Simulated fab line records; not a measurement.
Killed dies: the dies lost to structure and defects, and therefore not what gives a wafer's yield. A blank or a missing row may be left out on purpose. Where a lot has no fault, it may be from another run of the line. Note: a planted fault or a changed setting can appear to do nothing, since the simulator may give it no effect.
A lot that was struck, set against a sound lot ; flow berkeley-cmos170 ; 27 out of 331 route steps
Sound: these wafers, L166.1, L166.2, L166.6. Wafers L156.3, L156.4, L156.6 were the ones struck. The cause is given at the end.
At each step with rows: each side's tool, then ch and its chambers, then its first start. Under that, the readings that differ: sound wafers ; struck wafers ; difference of the means ; sigmas: that difference in standard deviations of wafers without a fault.
alike: readings with means less than 2 such deviations apart, plus words and numbers identical on both sides. not compared: withheld readings, readings lacking a value on some wafer, bounds such as >300 that could conceal the same value, and numbers that have no deviation in the record and whose values overlap.
Wherever a step has rows on one side only, a row that says differs or no value, or a row with sigmas, the two part there. Numbers that don't overlap but have no deviation are shown without sigmas and don't part them. A reading that every wafer of one side lacks parts them only if that side has two wafers or more.

first, 3 steps without rows for these wafers: UCB170_PVT_EXPOSE_03 (exposes mask NWELL, target cd 3000 nm); UCB170_PVT_PEB_04; UCB170_PVT_DEVELOP_05 (develop time 45 s).
UCB170_PVT_OVL_MEAS_06:
  struck on overlay-02, day 8 16:23; sound on overlay-02, day 10 09:38
  alike: PVT_OVL
then, 1 step without rows for these wafers: UCB170_PVT_IMPLANT_07.
UCB170_PVT_STRIP_08: strips in O2.
  sound on plasma-asher-04 ch 0,1, day 10 09:49; struck on plasma-asher-01 ch 0,1, day 8 16:36
  alike: chamber-pressure-mTorr, drypump-motor-current-A, oes-product-au, strip-time-to-endpoint-s
  not compared: rf-hours-counter-h
UCB170_PVT_TW_MEAS_09:
  struck on film-metro-03, day 8 16:41; sound on film-metro-04, day 10 09:55
  alike: PVT_TW
then, 1 step without rows for these wafers: UCB170_GATE_WET_ETCH_00 (etches SiO2 in dHF, time 200 s).
UCB170_FIELD_THK_MEAS_91:
  struck on film-metro-03, day 8 16:49; sound on film-metro-01, day 10 10:03
  alike: FIELD_OXIDE_LEFT_2_THK
then, 1 step without rows for these wafers: UCB170_GATE_OXIDATION_01 (target thk 6.6 nm, ox time 1800 s).
UCB170_GATE_THK_MEAS_02:
  struck on film-metro-02, day 8 20:53; sound on film-metro-04, day 10 14:59
  alike: GATE_OXIDE_THK
then, 1 step without rows for these wafers: UCB170_GATE_ANNEAL_03 (time 1800 s).
UCB170_GATE_CVD_04: deposits poly-Si from SiH4, time 1440 s, target thk 214 nm.
  sound on lpcvd-02 ch 1, day 10 21:56; struck on lpcvd-02 ch 1, day 9 01:05
  no value came back on the struck wafers for pressure-mtorr (mTorr), sih4-flow-sccm (sccm), zone-power-centre-pct (%), zone-power-load-pct (%); on the sound wafers pressure-mtorr (mTorr) reads 375.0 374.9 375.1
then, 6 steps without rows for these wafers: UCB170_GATE_COAT_06; UCB170_GATE_COAT_07 (resist thk 900 nm); UCB170_GATE_SOFTBAKE_08 (time 60 s); UCB170_GATE_EXPOSE_09 (exposes mask POLY, target cd 350 nm); UCB170_GATE_PEB_10; UCB170_GATE_DEVELOP_11 (develop time 45 s).
UCB170_GATE_CD_MEAS_12: target cd 350 nm.
  struck on cd-sem-01, day 9 04:14; sound on cd-sem-02, day 11 00:25
  alike: cd-nm
UCB170_GATE_OVL_MEAS_13:
  struck on overlay-02, day 9 04:20; sound on overlay-02, day 11 00:32
  alike: GATE_OVL
UCB170_GATE_ETCH_14: etches BARC in N2/H2.
  sound on rie-diel-01 ch 0,1, day 11 00:34; struck on rie-diel-01 ch 1,3, day 9 04:21
  alike: chamber-pressure-mTorr, drypump-motor-current-A, oes-product-au, throttle-valve-pct
UCB170_GATE_ETCH_15: etches poly-Si in HBr/Cl2, stops on SiO2, time 56.3 s, target depth 278.2 nm.
  sound on rie-si-02 ch 0,1,2, day 11 00:36; struck on rie-si-02 ch 1,2, day 9 04:23
  alike: HBr_flow_sccm, chamber-pressure-mTorr, drypump-motor-current-A, oes-product-au, throttle-valve-pct
  not compared: rf-hours-counter-h
UCB170_GATE_STRIP_16: strips in O2.
  sound on plasma-asher-02 ch 0,1, day 11 00:39; struck on plasma-asher-01 ch 0,1, day 9 04:29
  alike: chamber-pressure-mTorr, drypump-motor-current-A, oes-product-au
  not compared: rf-hours-counter-h
UCB170_GATE_CD_MEAS_90: target cd 350 nm.
  struck on cd-sem-02, day 9 04:35; sound on cd-sem-01, day 11 00:45
reading;sound;struck;difference;sigmas
cd-nm (nm);349.2 347.3 348.2;- - -;no value on the struck wafers;
then, 1 step without rows for these wafers: UCB170_GATE_CLEAN_17 (cleans in SPM, time 600 s).
UCB170_M3_PROBE_99:
  record: rows for the struck wafers here (prober-01, day 10 21:16), none for the sound ones

## WHERE THEY PART
Earliest at UCB170_GATE_CVD_04; latest, in this record, at UCB170_M3_PROBE_99.

WHY: the cause the simulator had injected
Step skipped in full: lpcvd-02, at UCB170_GATE_CVD_04, from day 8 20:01 onward. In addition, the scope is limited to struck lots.
